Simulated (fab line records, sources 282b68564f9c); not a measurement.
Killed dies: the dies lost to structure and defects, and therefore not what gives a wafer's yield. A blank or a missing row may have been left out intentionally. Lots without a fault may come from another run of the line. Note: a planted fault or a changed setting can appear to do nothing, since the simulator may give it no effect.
A lot that was struck, set against a sound lot | flow rit cmos | 15 steps out of a route of 202
Sound: wafers L879.1, L879.2, L879.4. Wafers L875.1, L875.4, L875.5 were the ones struck. The cause is given at the end.
Per side, at each step with rows, come the tool, then ch with its chambers, and then its first start. Under that, the readings that differ: sound wafers | struck wafers | difference of the means | sigmas: that difference in standard deviations of wafers without a fault.
alike: a reading whose means differ by less than 2 such deviations, as well as words and numbers matching on both sides. not compared: withheld readings; readings where some wafer has no value; bounds like >300 that might hide an equal value; numbers whose values overlap and for which the record gives no deviation.
Wherever a step has rows on one side only, a row that says differs or no value, or a row with sigmas, the two part there. Numbers that don't overlap but have no deviation are shown without sigmas and don't part them. A reading missing from all wafers of one side parts the sides only when that side holds two or more wafers.

RIT_GATE_THK_MEAS_07:
  sound: film metro-01 at day 6 13:26; struck: film metro-01 at day 5 18:53
  alike: GATE_OXIDE_THK
then, 1 step without rows for these wafers: RIT_GATE_CVD_08 (deposits poly-Si from SiH4, target thk 250 nm, time 2220 s).
RIT_GATE_THK_MEAS_09:
  sound: film metro-01 at day 6 15:55; struck: film metro-04 at day 5 20:34
  alike: GATE_POLY_THK
then, 6 steps without rows for these wafers: RIT_GATE_HMDS_10 (prime time 60 s); RIT_GATE_COAT_11 (resist thk 850 nm); RIT_GATE_SOFTBAKE_12 (time 60 s); RIT_GATE_EXPOSE_13 (exposes mask M6, target cd 150 nm); RIT_GATE_PEB_14; RIT_GATE_DEVELOP_15 (develop time 50 s).
RIT_GATE_CD_MEAS_16: the cd target is 150 nm.
  sound: cd sem-01 at day 6 16:50; struck: cd sem-02 at day 5 21:35
  alike: cd nm
RIT_GATE_OVL_MEAS_17:
  sound: overlay-01 at day 6 16:57; struck: overlay-01 at day 5 21:43
  alike: GATE_OVL
then, 1 step without rows for these wafers: RIT_GATE_HARDBAKE_18 (time 60 s).
RIT_GATE_ETCH_19: etches poly-Si in SF6/CHF3/O2, stops on SiO2, time 165 s, target depth 312.5 nm.
  sound on rie si-02 ch 1,2, day 6 17:08; struck on rie si-02 ch 0,2,3, day 5 21:54
  no value came back on the struck wafers for any of 5 readings (CHF3_flow_sccm (sccm), O2_flow_sccm (sccm) and others); on the sound wafers CHF3_flow_sccm (sccm) reads 29.89 29.76 29.87
  reading                                     | sound             | struck            | difference | sigmas
  model.NOVOLAK_of_GATE_COAT_11.thk nm (nm)   | 672.5 673.6 672.7 | 751.8 753.1 750.7 | +78.9      |
  model.SiO2_of_FOX2_OXIDATION_00.thk nm (nm) | 241.8 246.8 242.6 | 258.2 256.5 252.1 | +11.9      |
  not compared: rf hours counter h
RIT_GATE_STRIP_20: strips in O2, time 180 s.
  sound on plasma asher-01 ch 0,1, day 6 17:14; struck on plasma asher-01 ch 0, day 5 22:00
  alike: drypump motor current A
  not compared: rf hours counter h
RIT_GATE_CD_MEAS_90: the cd target is 150 nm.
  sound: cd sem-01 at day 6 17:25; struck: cd sem-02 at day 5 22:11
  reading    | sound             | struck | difference                    | sigmas
  cd nm (nm) | 151.3 149.8 149.3 | - - -  | no value on the struck wafers |

WHERE THEY PART
Earliest at RIT_GATE_ETCH_19; latest, in this record, at RIT_GATE_CD_MEAS_90.

WHY: what the simulator had put in
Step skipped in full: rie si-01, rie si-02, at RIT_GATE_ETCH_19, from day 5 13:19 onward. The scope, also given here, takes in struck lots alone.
